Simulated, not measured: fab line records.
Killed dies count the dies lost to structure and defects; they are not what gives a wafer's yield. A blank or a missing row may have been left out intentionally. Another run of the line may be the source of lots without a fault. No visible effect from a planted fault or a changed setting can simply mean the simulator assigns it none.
Problem report, 8D (eight disciplines) form, completed by code -- flow rit cmos -- the parts of the form that need people (team, actions taken, sign-off) are left out

== 1. PROBLEM STATEMENT ==
Across 9 wafers from 3 lots, SILICIDE_TI_RS at RIT_SILICIDE_RS_MEAS_02 averages 36.6 ohm/sq, while fault-free wafers read 47.9 ohm/sq with a standard deviation of 0.65. That puts it -17 standard deviations away from the usual mean.
The step: measures by four-point-probe.
Seen first at day 6 08:17 on film metro-02, wafer L161.2. The record holds 45 wafers of 15 lots with a number at this step. By rule, "out" or "out of limits" means more than 4 standard deviations away from the usual mean. All remaining wafers that have a number are taken as sound.

== 2. WHAT IT IS, AND WHAT IT ISN'T ==
question,is,is not
which readings at this step,SILICIDE_TI_RS,-
which lots,"L161, L163, L165","L146, L147, L149, L150, L151, L152, L153, L154, L155, L156, L159, L169"
which wafers of those lots,all that have a number,-
read on which gauges,"film metro-01, film metro-02",film metro-03
when,from day 6 08:17,up to then (33 sound wafers); but 3 sound wafers of L169 came after

== 3. THE SUSPECTS, EACH WITH WHAT RULES IT OUT ==
Counting: a tool at any process step up to the reading remains a suspect when it ran all the lots that are out and ran no sound lot after the first of those.
- the gauge at RIT_SILICIDE_RS_MEAS_02 is ruled out. 2 gauges (film metro-01, film metro-02) read the wafers that are out.
- pvd sputter-04 at RIT_SILICIDE_SPUTTER_01 (material Ti, target thk 30 nm, time 240 s): kept. All lots that are out passed through it, beginning with L161 at day 6 08:07, and no sound lot followed; its final sound lot before that point was L159 at day 5 19:18. On those wafers its own readings are out: chamber pressure pa.
Left after counting: pvd sputter-04 at RIT_SILICIDE_SPUTTER_01.

== 4. THE CAUSE (what the simulator had put in) ==
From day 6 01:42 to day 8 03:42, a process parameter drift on pvd sputter-04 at RIT_SILICIDE_SPUTTER_01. A move of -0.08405 in setting chamber pressure pa, from 0.667.
The count eliminated every tool but this one.

== 5. SEQUENCE OF EFFECTS, ordered by route ==
Each row: a reading whose mean over the struck wafers that have a number lies more than 3 standard deviations from the usual. Scope: only readings with a usual standard deviation given in the record; hours: median across lots of the time from each lot's start at the first step in this table that gives one to its start at this step; sigmas: change in usual standard deviations.
hours,step,reading,usual,on struck wafers,change,sigmas
0,RIT_SILICIDE_SPUTTER_01,chamber pressure pa,0.6670 Pa,0.5823,-0.0847,-65
0,RIT_SILICIDE_RS_MEAS_02,SILICIDE_TI_RS,47.9 ohm/sq,36.6,-11.3,-17
Here are the process steps it includes:
- RIT_SILICIDE_SPUTTER_01: material Ti, target thk 30 nm, time 240 s.
At these later measuring or inspecting steps, every struck wafer for which the step has a row has a number for every such reading, and none has moved that far: RIT_SILICIDE_THK_MEAS_03, RIT_CONTACT_THK_MEAS_01.

== 6. HOW IT WOULD HAVE BEEN CAUGHT EARLIER ==
The first out-of-limits reading at a measuring or inspecting step in this record came at day 6 08:17, 7 hours after the fault's start at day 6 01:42.
The tool's own readings at RIT_SILICIDE_SPUTTER_01 were out on every struck wafer that the step has a row for (chamber pressure pa): an alarm limit on them would have fired on the first of those.
Of the lots that are out (3), L163, L165 began RIT_SILICIDE_SPUTTER_01 on pvd sputter-04 after day 6 08:17. A hold on the tool at that time would have spared those 2.
